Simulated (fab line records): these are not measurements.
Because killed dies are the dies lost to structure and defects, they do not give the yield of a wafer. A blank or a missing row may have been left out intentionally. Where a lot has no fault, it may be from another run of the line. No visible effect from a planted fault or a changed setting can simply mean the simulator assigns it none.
Chamber matching :: flow berkeley_cmos170 :: 4 sister chambers for UCB170_PWELL_ETCH_14 on rie_diel-01
The step etches Si3N4 in CH3F/Ar/O2, stops on SiO2, target depth 242 nm, time 151 s. 14 wafers are shown with their chamber, then 7 later ones without.

WAFERS, EACH WITH ITS CHAMBER
wafer: L291.1
chamber: 0
drypump_motor_current_A (A): 5.5
throttle_valve_pct (%): 8.03
oes_product_au (a.u.): 0.920

wafer: L291.2
chamber: 1
drypump_motor_current_A (A): 5.4
throttle_valve_pct (%): 8.01
oes_product_au (a.u.): 0.953

wafer: L291.6
chamber: 3
drypump_motor_current_A (A): 5.8
throttle_valve_pct (%): 7.83
oes_product_au (a.u.): 0.935

wafer: L293.1
chamber: 1
drypump_motor_current_A (A): 5.4
throttle_valve_pct (%): 8.00
oes_product_au (a.u.): 0.957

wafer: L293.3
chamber: 3
drypump_motor_current_A (A): 5.8
throttle_valve_pct (%): 7.83
oes_product_au (a.u.): 0.942

wafer: L293.6
chamber: 1
drypump_motor_current_A (A): 5.4
throttle_valve_pct (%): 8.01
oes_product_au (a.u.): 0.957

wafer: L295.2
chamber: 0
drypump_motor_current_A (A): 5.5
throttle_valve_pct (%): 8.02
oes_product_au (a.u.): 0.936

wafer: L295.4
chamber: 1
drypump_motor_current_A (A): 5.4
throttle_valve_pct (%): 8.01
oes_product_au (a.u.): 0.952

wafer: L295.6
chamber: 3
drypump_motor_current_A (A): 5.8
throttle_valve_pct (%): 7.83
oes_product_au (a.u.): 0.931

wafer: L303.1
chamber: 0
drypump_motor_current_A (A): 5.5
throttle_valve_pct (%): 8.01
oes_product_au (a.u.): 0.939

wafer: L303.3
chamber: 2
drypump_motor_current_A (A): 6.5
throttle_valve_pct (%): 7.81
oes_product_au (a.u.): 0.940

wafer: L303.4
chamber: 0
drypump_motor_current_A (A): 5.5
throttle_valve_pct (%): 8.02
oes_product_au (a.u.): 0.931

wafer: L305.3
chamber: 2
drypump_motor_current_A (A): 6.5
throttle_valve_pct (%): 7.79
oes_product_au (a.u.): 0.948

wafer: L305.5
chamber: 0
drypump_motor_current_A (A): 5.4
throttle_valve_pct (%): 8.02
oes_product_au (a.u.): 0.947

SIGNATURES (means of the wafers above)
reading: drypump_motor_current_A
chamber 0: 5.480
chamber 1: 5.400
chamber 2: 6.500
chamber 3: 5.800
scatter within a chamber: 0.0283

reading: throttle_valve_pct
chamber 0: 8.0200
chamber 1: 8.0075
chamber 2: 7.8000
chamber 3: 7.8300
scatter within a chamber: 0.00689

reading: oes_product_au
chamber 0: 0.93460
chamber 1: 0.95475
chamber 2: 0.94400
chamber 3: 0.93600
scatter within a chamber: 0.00718
Rule: for a wafer and a chamber, the distance is found by dividing, reading by reading, the gap between the wafer's reading and the chamber's mean by the reading's scatter, squaring, summing and taking the root. The wafer belongs to the nearest chamber; if the next one is less than 2 further off, it can't be placed. The scatter: take each reading less its chamber's mean, square it, sum over the shown wafers, divide by the number of wafers less the number of chambers, and take the root.

WAFERS WITH NO CHAMBER GIVEN
wafer: L305.6
drypump_motor_current_A (A): 5.8
throttle_valve_pct (%): 7.83
oes_product_au (a.u.): 0.946

wafer: L306.2
drypump_motor_current_A (A): 5.4
throttle_valve_pct (%): 8.01
oes_product_au (a.u.): 0.906

wafer: L306.4
drypump_motor_current_A (A): 5.5
throttle_valve_pct (%): 8.00
oes_product_au (a.u.): 0.921

wafer: L306.6
drypump_motor_current_A (A): 5.4
throttle_valve_pct (%): 8.01
oes_product_au (a.u.): 0.913

wafer: L313.2
drypump_motor_current_A (A): 5.4
throttle_valve_pct (%): 8.02
oes_product_au (a.u.): 0.935

wafer: L313.5
drypump_motor_current_A (A): 5.4
throttle_valve_pct (%): 8.02
oes_product_au (a.u.): 0.924

wafer: L313.6
drypump_motor_current_A (A): 5.4
throttle_valve_pct (%): 8.02
oes_product_au (a.u.): 0.927

WHICH CHAMBER EACH WENT THROUGH
wafer: L305.6
from the rows above: 3
in truth: 3

wafer: L306.2
from the rows above: can't be placed: 0 or 1
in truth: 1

wafer: L306.4
from the rows above: 0
in truth: 0

wafer: L306.6
from the rows above: can't be placed: 0 or 1
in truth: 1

wafer: L313.2
from the rows above: can't be placed: 0 or 1
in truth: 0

wafer: L313.5
from the rows above: can't be placed: 0 or 1
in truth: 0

wafer: L313.6
from the rows above: can't be placed: 0 or 1
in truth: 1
2 of 7 placed correctly. Cannot be placed on the basis of these rows: 5; the candidates contain the true chamber in 5. Placed wrongly: 0.
